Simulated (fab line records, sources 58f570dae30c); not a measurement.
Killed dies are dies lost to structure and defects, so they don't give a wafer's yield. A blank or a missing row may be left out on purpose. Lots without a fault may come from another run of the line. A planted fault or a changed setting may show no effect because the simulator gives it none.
fab line records | flow berkeley_cmos170
record lots=13 wafers=39 last_day=12
route steps=331 shown PWELL@39
lots that met no fault: from a run of the same line without faults
start_h: hours from the record's first day to the start of the lot's first wafer shown | wait_h: hours since the lot's step before | " the same as in the row above | L1.1+2: a row that stands for several wafers | - no value, or no start given | * or withheld: withheld | < > ~ a bound
route shown NAME@n: a module of which the file shows steps, and the number in the route of the first | usual: mean/standard deviation of fault-free wafers | same: alike in all rows | chamber/n: place in a boat | sites: the reading at each site | _std_site: their standard deviation | _edge_site: outer sites' mean less inner sites' | radius_mm: how far each site lies from the wafer's centre | mask NAME#n: copy n | behind: the tool/chamber that last shaped the wafer | hold: why the lot was held/for how many hours/how that ended | device: the transistor (n, p or np) that didn't switch | end of line: the same wafers' tests at the end of the route | a step without rows: its recipe alone | killed: dies lost to structure and defects at the first sort, not the wafer's yield | map: a wafer's dies, x killed, . not, _ none there
set.NAME: the setting as run; set.NAME@STEP: as run at that earlier step | model.NAME: the simulator's own value behind a step, which no gauge read
steps of the route over a sample of lots; a table a step, a row a wafer
services: from which hour (start_h, from the record's first day; less than 0 if before it) a tool's chamber was out of use, for how many hours, and why
## steps
# step UCB170_PWELL_CVD_05
# recipe material=Si3N4 target_thk_nm=220 temp_c=800 precursor=SiH2Cl2/NH3 time_s=3300 pressure_mtorr=200 sih2cl2_flow_sccm=25 nh3_flow_sccm=75
# usual nh3_flow_sccm=75.02/0.24 spike_tc_centre_C=802.5/1.3 spike_tc_load_C=824.9/1.6 spike_tc_source_C=822.6/2.1 susceptor_temp_C=800.0/0.37
# columns lot.wafer tool chamber start_h wait_h nh3_flow_sccm spike_tc_centre_C spike_tc_load_C spike_tc_source_C susceptor_temp_C
L527.1 lpcvd-02 1 48.59 0.0 75.11 803.7 825.0 821.6 799.4
L527.3 " 1 " " 75.06 802.0 823.8 822.2 799.8
L527.6 " 1 " " 75.06 803.9 824.2 821.5 799.8
L528.1 lpcvd-01 1 55.96 0.0 75.00 801.7 824.5 825.5 800.1
L528.2 " 1 " " 75.09 802.0 825.8 823.7 800.6
L528.4 " 1 " " 75.40 801.9 826.1 823.7 800.2
L529.2 lpcvd-01 1 55.96 0.0 74.65 803.4 824.6 824.5 800.0
L529.4 " 1 " " 75.12 802.3 826.9 825.7 800.2
L529.5 " 1 " " 75.24 802.1 828.0 824.8 799.6
L530.1 lpcvd-01 1 61.11 0.0 75.33 801.8 824.2 825.9 800.2
L530.2 " 1 " " 75.22 802.2 826.9 825.5 800.3
L530.3 " 1 " " 75.23 804.6 825.5 825.0 799.8
L535.2 lpcvd-02 1 89.30 0.0 74.78 822.1 845.6 839.1 818.6
L535.4 " 1 " " 75.02 821.8 846.1 841.1 818.0
L535.5 " 1 " " 75.00 821.1 844.5 839.2 818.2
L536.1 lpcvd-02 0 89.30 0.0 75.06 819.9 841.1 841.7 818.7
L536.3 " 0 " " 74.97 820.5 841.0 843.1 818.2
L536.6 " 0 " " 75.50 820.0 842.7 841.7 817.9
L537.1 lpcvd-02 0 101.38 0.6 75.54 821.3 839.7 842.3 818.6
L537.3 " 0 " " 74.97 820.1 842.1 841.6 818.4
L537.5 " 0 " " 75.36 820.9 841.7 842.9 818.0
L541.1 lpcvd-01 1 121.99 0.0 74.68 802.3 826.9 826.8 800.7
L541.3 " 1 " " 74.81 802.3 823.6 824.0 800.4
L541.5 " 1 " " 74.55 802.4 826.6 825.0 800.2
L543.1 lpcvd-01 0 121.99 0.0 74.95 802.2 827.1 819.8 800.0
L543.3 " 0 " " 75.03 802.3 825.1 821.6 800.2
L543.4 " 0 " " 74.94 801.1 825.3 821.7 799.4
L542.1 lpcvd-01 1 129.27 0.0 74.83 802.5 826.3 823.9 800.3
L542.4 " 1 " " 74.84 802.3 827.7 824.7 800.3
L542.5 " 1 " " 74.72 802.1 827.0 824.4 800.5
L548.2 lpcvd-01 1 159.72 0.0 75.08 802.4 824.7 824.6 799.8
L548.3 " 1 " " 75.15 801.4 825.4 823.5 799.9
L548.4 " 1 " " 75.00 801.9 824.3 824.6 799.7
L549.3 lpcvd-01 1 159.72 0.0 74.88 801.7 826.7 826.0 800.4
L549.4 " 1 " " 74.75 803.1 825.3 825.9 800.0
L549.6 " 1 " " 74.82 802.7 825.4 824.4 800.4
L550.2 lpcvd-01 0 164.97 0.0 74.88 801.7 825.5 818.8 800.1
L550.4 " 0 " " 75.07 802.4 825.4 819.6 800.2
L550.5 " 0 " " 74.79 801.6 822.6 818.7 800.2
# step UCB170_PWELL_THK_MEAS_06
# recipe reads=Si3N4_of_PWELL_CVD_05
# usual PWELL_NITRIDE_THK=219.7/2.4
# columns lot.wafer tool chamber start_h wait_h hold PWELL_NITRIDE_THK[nm]
L527.1 film_metro-02 - 50.50 0.0 - 218.7
L527.3 " - " " - 219.7
L527.6 " - " " - 221.5
L529.2 film_metro-01 - 58.02 0.1 - 221.9
L529.4 " - " " - 220.8
L529.5 " - " " - 221.4
L528.1 film_metro-02 - 58.07 0.2 - 223.8
L528.2 " - " " - 223.9
L528.4 " - " " - 222.6
L530.1 film_metro-01 - 63.18 0.1 - 222.1
L530.2 " - " " - 221.4
L530.3 " - " " - 220.2
L536.1 film_metro-04 - 92.18 0.0 await_dispo/0.2h/release 304.1
L536.3 " - " " await_dispo/0.2h/release 305.3
L536.6 " - " " await_dispo/0.2h/release 304.3
L536.1 film_metro-04 - 92.41 0.2 - 303.9
L536.3 " - " " - 305.5
L536.6 " - " " - 304.0
L535.2 film_metro-01 - 92.19 0.0 await_dispo/0.2h/release 307.5
L535.4 " - " " await_dispo/0.2h/release 305.4
L535.5 " - " " await_dispo/0.2h/release 306.3
L535.2 film_metro-01 - 92.45 0.3 - 307.3
L535.4 " - " " - 305.4
L535.5 " - " " - 306.0
L537.1 film_metro-04 - 104.26 0.0 await_dispo/0.2h/release 303.9
L537.3 " - " " await_dispo/0.2h/release 301.0
L537.5 " - " " await_dispo/0.2h/release 303.2
L537.1 film_metro-04 - 104.49 0.2 - 303.8
L537.3 " - " " - 300.5
L537.5 " - " " - 303.6
L541.1 film_metro-04 - 123.90 0.0 - 220.0
L541.3 " - " " - 220.2
L541.5 " - " " - 222.4
L543.1 film_metro-01 - 123.90 0.0 - 224.2
L543.3 " - " " - 224.4
L543.4 " - " " - 224.0
L542.1 film_metro-04 - 131.18 0.0 - 218.5
L542.4 " - " " - 217.5
L542.5 " - " " - 216.8
L548.2 film_metro-02 - 161.65 0.0 - 220.7
L548.3 " - " " - 222.8
L548.4 " - " " - 221.7
L549.3 film_metro-04 - 161.66 0.0 - 222.3
L549.4 " - " " - 223.4
L549.6 " - " " - 223.5
L550.2 film_metro-02 - 166.90 0.0 - 221.0
L550.4 " - " " - 222.5
L550.5 " - " " - 220.4
# step UCB170_PWELL_ETCH_14
# recipe chemistry=CH3F/Ar/O2 target=Si3N4 stop_on=SiO2 CH3F_flow_sccm=20 Ar_flow_sccm=50 O2_flow_sccm=7 pressure_mtorr=50 rf_w=450 target_depth_a=2420 over_etch_frac=0.1 time_s=151
# usual O2_flow_sccm=7.002/0.02 drypump_motor_current_A=5.9/0.42 oes_product_au=0.939/0.014 rf_fwd_power_W=448.5/1.6 throttle_valve_pct=8.12/0.092
# columns lot.wafer tool chamber start_h wait_h O2_flow_sccm drypump_motor_current_A oes_product_au rf_fwd_power_W rf_hours_counter_h throttle_valve_pct
L527.1 rie_diel-03 2 51.44 0.0 7.018 5.6 0.929 448.9 111 8.09
L527.3 " 0 " " 7.018 6.4 0.933 447.8 157 8.05
L527.6 " 2 " " 6.998 5.6 0.944 448.2 - 8.11
L529.2 rie_diel-01 3 59.29 0.0 7.017 6.2 0.970 448.7 44 8.08
L529.4 " 3 " " 6.999 6.1 0.966 449.3 - 8.08
L529.5 " 2 " " 6.964 5.9 0.940 447.4 - 8.24
L528.1 rie_diel-04 0 59.50 0.0 7.000 5.7 0.950 450.4 30 8.21
L528.2 " 2 " " 7.007 5.1 0.937 449.1 39 8.18
L528.4 " 1 " " 7.030 5.0 0.951 448.9 138 8.16
L530.1 rie_diel-01 0 65.52 0.0 6.967 6.0 0.954 447.4 80 8.09
L530.2 " 1 " " 7.017 6.3 0.947 449.5 21 8.15
L530.3 " 3 " " 7.008 6.1 0.968 445.8 44 8.07
L535.2 rie_diel-01 2 95.77 0.0 7.008 5.9 1.015 446.0 81 8.25
L535.4 " 1 " " 6.972 6.3 0.990 450.3 22 8.15
L535.5 " 3 " " 7.005 6.1 1.020 448.1 - 8.10
L536.1 rie_diel-04 2 96.67 0.0 7.033 5.1 1.004 446.9 40 8.18
L536.3 " 1 " " 6.997 5.0 0.999 451.4 140 8.17
L536.6 " 2 " " 7.006 5.1 1.001 445.6 - 8.20
L537.1 rie_diel-03 3 111.36 0.0 6.981 5.7 0.983 446.7 43 8.00
L537.3 " 1 " " 7.017 6.3 0.967 448.1 73 8.30
L537.5 " 1 " " 6.987 6.3 0.971 449.9 - 8.28
L543.1 rie_diel-03 2 124.84 0.0 6.984 5.6 0.941 449.7 115 8.07
L543.3 " 3 " " 7.031 5.7 0.940 451.0 45 8.04
L543.4 " 1 " " 6.995 6.3 0.941 448.0 74 8.29
L541.1 rie_diel-01 1 125.18 0.0 7.035 6.3 0.941 447.4 24 8.14
L541.3 " 2 " " 7.006 5.9 0.942 448.4 82 8.24
L541.5 " 1 " " 7.033 6.3 0.951 449.4 - 8.12
L542.1 rie_diel-01 2 132.55 0.0 7.003 5.9 0.932 446.3 83 8.23
L542.4 " 1 " " 6.991 6.3 0.938 446.2 24 8.15
L542.5 " 0 " " 6.979 6.1 0.938 449.1 - 8.08
L549.3 rie_diel-01 2 163.01 0.0 6.962 6.0 0.940 445.2 84 8.26
L549.4 " 3 " " 6.984 6.1 0.979 450.5 48 8.08
L549.6 " 2 " " 6.983 5.9 0.952 447.2 - 8.25
L548.2 rie_diel-04 0 163.29 0.0 7.016 5.7 0.943 448.0 35 8.20
L548.3 " 2 " " 6.973 5.1 0.929 448.6 43 8.18
L548.4 " 1 " " 6.985 5.0 0.949 448.1 143 8.18
L550.2 rie_diel-01 3 168.49 0.0 6.990 6.2 0.969 450.7 48 8.06
L550.4 " 2 " " 7.016 5.9 0.944 448.8 85 8.26
L550.5 " 1 " " 7.032 6.3 0.939 448.3 - 8.14
## services
# columns tool chamber start_h hours kind
rie_diel-03 - 24.59 0.6 repair
rie_diel-01 2 24.69 9.5 repair
rie_diel-01 0 25.45 39.0 repair
rie_diel-03 1 38.88 4.1 repair
rie_diel-01 0 73.30 1.3 repair
rie_diel-04 - 96.87 0.3 repair
rie_diel-04 3 120.32 7.0 repair
rie_diel-03 0 127.02 - clean
rie_diel-03 0 127.02 17.9 scheduled_down
rie_diel-03 0 127.02 17.9 vent_cycle
rie_diel-03 - 135.07 0.9 repair
rie_diel-04 0 140.79 2.0 repair
rie_diel-04 1 147.02 4.0 repair
## key
first_sign step=UCB170_PWELL_CVD_05 reading=susceptor_temp_C direction=up sigmas=50 usual=* struck=*
effect step=UCB170_PWELL_CVD_05 reading=spike_tc_centre_C direction=up sigmas=14 usual=802.5 struck=820.9
effect step=UCB170_PWELL_THK_MEAS_06 reading=visit direction=added
effect step=UCB170_PWELL_THK_MEAS_06 reading=PWELL_NITRIDE_THK direction=up sigmas=35 usual=219.7 struck=304.6
effect step=UCB170_PWELL_ETCH_14 reading=oes_product_au direction=up sigmas=4 usual=0.939 struck=0.994
met_at UCB170_PWELL_CVD_05
struck_lots L535,L536,L537
later_rows_left_out L535.2,L535.4,L535.5,L536.1,L536.3,L536.6,L537.1,L537.3,L537.5
sort_left_out L535.2,L535.4,L535.5,L536.1,L536.3,L536.6,L537.1,L537.3,L537.5
tester_left_out L535,L536,L537
onset_between 48.59 89.30
fault kind=process_parameter_drift tool=lpcvd-02 chamber=- onset_h=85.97 steps=UCB170_PWELL_CVD_05 channel=temp_c offset=* shape=step end_h=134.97 acts_in=* stated=*
# tester_left_out: of these lots the tester's yield and bins aren't shown, on N5 and GAA mostly nor the transistor test; their killed dies are dies lost to structure and defects alone, not to doping, threshold or leakage, so they don't give the yield
# sort_left_out: the simulated sort isn't trusted on such a fault, so these wafers' sort isn't shown, and their yield isn't known
# later_rows_left_out: the simulator's readings of these wafers behind a module that went badly wrong aren't trusted and aren't shown, but for the sort
